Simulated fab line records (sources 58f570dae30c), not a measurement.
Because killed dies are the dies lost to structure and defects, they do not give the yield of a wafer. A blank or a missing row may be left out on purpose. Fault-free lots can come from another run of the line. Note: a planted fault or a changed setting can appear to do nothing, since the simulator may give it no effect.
Commonality check across tools || flow berkeley-cmos170 || Lots sampled 14, wafers sampled 48

== WHY IT WAS OPENED ==
UCB170_SPACER_THK_MEAS_01, reading SPACER_TEOS_THK: flagged on 2 of 14 lots. No-fault wafers: 375 nm, standard deviation 5.1.
Rule: a lot is flagged when every wafer of it that has a number lies more than 4 standard deviations from that mean, or none has a number. As for the other lots, they are considered sound.

{"lot": "L621", "measured": "day 7 15:26", "on": "film-metro-04", "SPACER_TEOS_THK (nm), wafer by wafer": "371 378 380", "flag": ""}
{"lot": "L620", "measured": "day 7 15:35", "on": "film-metro-03", "SPACER_TEOS_THK (nm), wafer by wafer": "371 366 371", "flag": ""}
{"lot": "L625", "measured": "day 8 09:08", "on": "film-metro-03", "SPACER_TEOS_THK (nm), wafer by wafer": "371 371 392", "flag": ""}
{"lot": "L626", "measured": "day 9 09:27", "on": "film-metro-04", "SPACER_TEOS_THK (nm), wafer by wafer": "385 377 383", "flag": ""}
{"lot": "L629", "measured": "day 9 09:43", "on": "film-metro-01", "SPACER_TEOS_THK (nm), wafer by wafer": "372 376 385", "flag": ""}
{"lot": "L627", "measured": "day 9 10:08", "on": "film-metro-04", "SPACER_TEOS_THK (nm), wafer by wafer": "372 376 372", "flag": ""}
{"lot": "L631", "measured": "day 9 20:24", "on": "film-metro-03", "SPACER_TEOS_THK (nm), wafer by wafer": "374 374 383", "flag": ""}
{"lot": "L637", "measured": "day 11 03:10", "on": "film-metro-03", "SPACER_TEOS_THK (nm), wafer by wafer": "371 378 376", "flag": ""}
{"lot": "L635", "measured": "day 11 03:32", "on": "film-metro-03", "SPACER_TEOS_THK (nm), wafer by wafer": "371 379 376", "flag": ""}
{"lot": "L638", "measured": "day 11 08:40", "on": "film-metro-03", "SPACER_TEOS_THK (nm), wafer by wafer": "287 287 297 287 287 298", "flag": "FLAGGED"}
{"lot": "L639", "measured": "day 12 04:10", "on": "film-metro-04", "SPACER_TEOS_THK (nm), wafer by wafer": "288 282 294 288 282 293", "flag": "FLAGGED"}
{"lot": "L641", "measured": "day 12 16:12", "on": "film-metro-03", "SPACER_TEOS_THK (nm), wafer by wafer": "374 375 373", "flag": ""}
{"lot": "L642", "measured": "day 12 16:38", "on": "film-metro-03", "SPACER_TEOS_THK (nm), wafer by wafer": "370 366 373", "flag": ""}
{"lot": "L643", "measured": "day 12 22:51", "on": "film-metro-01", "SPACER_TEOS_THK (nm), wafer by wafer": "376 380 382", "flag": ""}
The numbers of the flagged lots are 289 nm on average: -86 nm against the usual, or -17 standard deviations.

== WHICH TOOL RAN EACH LOT ==
2 process steps preceding the reading are held in the record, out of 331 steps in the route. Every cell lists first the tool, next ch and the chambers used by the sampled wafers, and last the start.
{"lot": "L621", "flag": "", "UCB170_NVT_SOFTBAKE_02": "litho-track-03 ch 0, day 6 16:02", "UCB170_SPACER_CVD_00": "pecvd-04 ch 0,1, day 7 15:22"}
{"lot": "L620", "flag": "", "UCB170_NVT_SOFTBAKE_02": "litho-track-01 ch 0, day 6 16:01", "UCB170_SPACER_CVD_00": "pecvd-03 ch 0,2, day 7 15:32"}
{"lot": "L625", "flag": "", "UCB170_NVT_SOFTBAKE_02": "litho-track-03 ch 0, day 7 10:32", "UCB170_SPACER_CVD_00": "pecvd-01 ch 0,1,2, day 8 09:05"}
{"lot": "L626", "flag": "", "UCB170_NVT_SOFTBAKE_02": "litho-track-01 ch 0, day 8 05:19", "UCB170_SPACER_CVD_00": "pecvd-03 ch 0,1,2, day 9 09:24"}
{"lot": "L629", "flag": "", "UCB170_NVT_SOFTBAKE_02": "litho-track-03 ch 0, day 8 12:31", "UCB170_SPACER_CVD_00": "pecvd-01 ch 0,2, day 9 09:41"}
{"lot": "L627", "flag": "", "UCB170_NVT_SOFTBAKE_02": "litho-track-01 ch 0, day 8 12:35", "UCB170_SPACER_CVD_00": "pecvd-04 ch 0,1,2, day 9 10:04"}
{"lot": "L631", "flag": "", "UCB170_NVT_SOFTBAKE_02": "litho-track-02 ch 0, day 8 20:20", "UCB170_SPACER_CVD_00": "pecvd-04 ch 0,1,2, day 9 20:22"}
{"lot": "L637", "flag": "", "UCB170_NVT_SOFTBAKE_02": "litho-track-01 ch 0, day 9 22:41", "UCB170_SPACER_CVD_00": "pecvd-03 ch 1,2, day 11 03:07"}
{"lot": "L635", "flag": "", "UCB170_NVT_SOFTBAKE_02": "litho-track-03 ch 0, day 9 22:50", "UCB170_SPACER_CVD_00": "pecvd-03 ch 0,1, day 11 03:28"}
{"lot": "L638", "flag": "FLAGGED", "UCB170_NVT_SOFTBAKE_02": "litho-track-03 ch 0, day 10 06:50", "UCB170_SPACER_CVD_00": "pecvd-04 ch 0,1,2, day 11 08:37"}
{"lot": "L639", "flag": "FLAGGED", "UCB170_NVT_SOFTBAKE_02": "litho-track-03 ch 0, day 10 23:02", "UCB170_SPACER_CVD_00": "pecvd-04 ch 1,2, day 12 04:07"}
{"lot": "L641", "flag": "", "UCB170_NVT_SOFTBAKE_02": "litho-track-01 ch 0, day 11 06:27", "UCB170_SPACER_CVD_00": "pecvd-01 ch 0,1, day 12 16:08"}
{"lot": "L642", "flag": "", "UCB170_NVT_SOFTBAKE_02": "litho-track-03 ch 0, day 11 06:22", "UCB170_SPACER_CVD_00": "pecvd-03 ch 0,1,2, day 12 16:35"}
{"lot": "L643", "flag": "", "UCB170_NVT_SOFTBAKE_02": "litho-track-03 ch 0, day 11 17:46", "UCB170_SPACER_CVD_00": "pecvd-01 ch 0,1, day 12 22:49"}
What is done by these steps:
- UCB170_NVT_SOFTBAKE_02: time 61.83 s.
- UCB170_SPACER_CVD_00: deposits SiO2 from TEOS/O2, target thk 376 nm, time 47 s.
- UCB170_SPACER_THK_MEAS_01

== FLAGGED AGAINST TOTAL, ONE TOOL AT A TIME (gauges that did the reading follow at the end) ==
{"step": "UCB170_NVT_SOFTBAKE_02", "tool": "litho-track-01", "lots run": 5, "flagged": 0, "share of the flagged lots": "none", "sound lots run after its first flagged lot": "-"}
{"step": "UCB170_NVT_SOFTBAKE_02", "tool": "litho-track-02", "lots run": 1, "flagged": 0, "share of the flagged lots": "none", "sound lots run after its first flagged lot": "-"}
{"step": "UCB170_NVT_SOFTBAKE_02", "tool": "litho-track-03", "lots run": 8, "flagged": 2, "share of the flagged lots": "all", "sound lots run after its first flagged lot": "2 (L642,L643)"}
{"step": "UCB170_SPACER_CVD_00", "tool": "pecvd-01", "lots run": 4, "flagged": 0, "share of the flagged lots": "none", "sound lots run after its first flagged lot": "-"}
{"step": "UCB170_SPACER_CVD_00", "tool": "pecvd-03", "lots run": 5, "flagged": 0, "share of the flagged lots": "none", "sound lots run after its first flagged lot": "-"}
{"step": "UCB170_SPACER_CVD_00", "tool": "pecvd-04", "lots run": 5, "flagged": 2, "share of the flagged lots": "all", "sound lots run after its first flagged lot": 0}
{"step": "UCB170_SPACER_THK_MEAS_01", "tool": "film-metro-01", "lots run": 2, "flagged": 0, "share of the flagged lots": "none", "sound lots run after its first flagged lot": "-"}
{"step": "UCB170_SPACER_THK_MEAS_01", "tool": "film-metro-03", "lots run": 8, "flagged": 1, "share of the flagged lots": "some", "sound lots run after its first flagged lot": "2 (L641,L642)"}
{"step": "UCB170_SPACER_THK_MEAS_01", "tool": "film-metro-04", "lots run": 4, "flagged": 1, "share of the flagged lots": "some", "sound lots run after its first flagged lot": 0}

== WHAT THE TABLE PERMITS ==
In 2 table rows, all flagged lots were run: litho-track-03 (UCB170_NVT_SOFTBAKE_02), pecvd-04 (UCB170_SPACER_CVD_00).
- litho-track-03 at UCB170_NVT_SOFTBAKE_02: 2 of its 8 lots flagged. Sound lots followed the first flagged one (L642, L643) on it, something a lasting fault affecting the whole tool could not allow.
- pecvd-04 at UCB170_SPACER_CVD_00: 2 of its 5 lots flagged. Last sound lot L631 at day 9 20:22, first flagged lot L638 at day 11 08:37; a fault beginning in between fits.
What remains is a single tool, pecvd-04 at UCB170_SPACER_CVD_00.

== WHAT THE SIMULATOR HAD INSERTED ==
Site profile drift: pecvd-04, from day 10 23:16 on, at UCB170_SPACER_CVD_00. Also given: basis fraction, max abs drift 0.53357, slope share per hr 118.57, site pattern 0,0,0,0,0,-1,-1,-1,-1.
Lots struck among those shown: L638, L639. The same result came from the rule above.
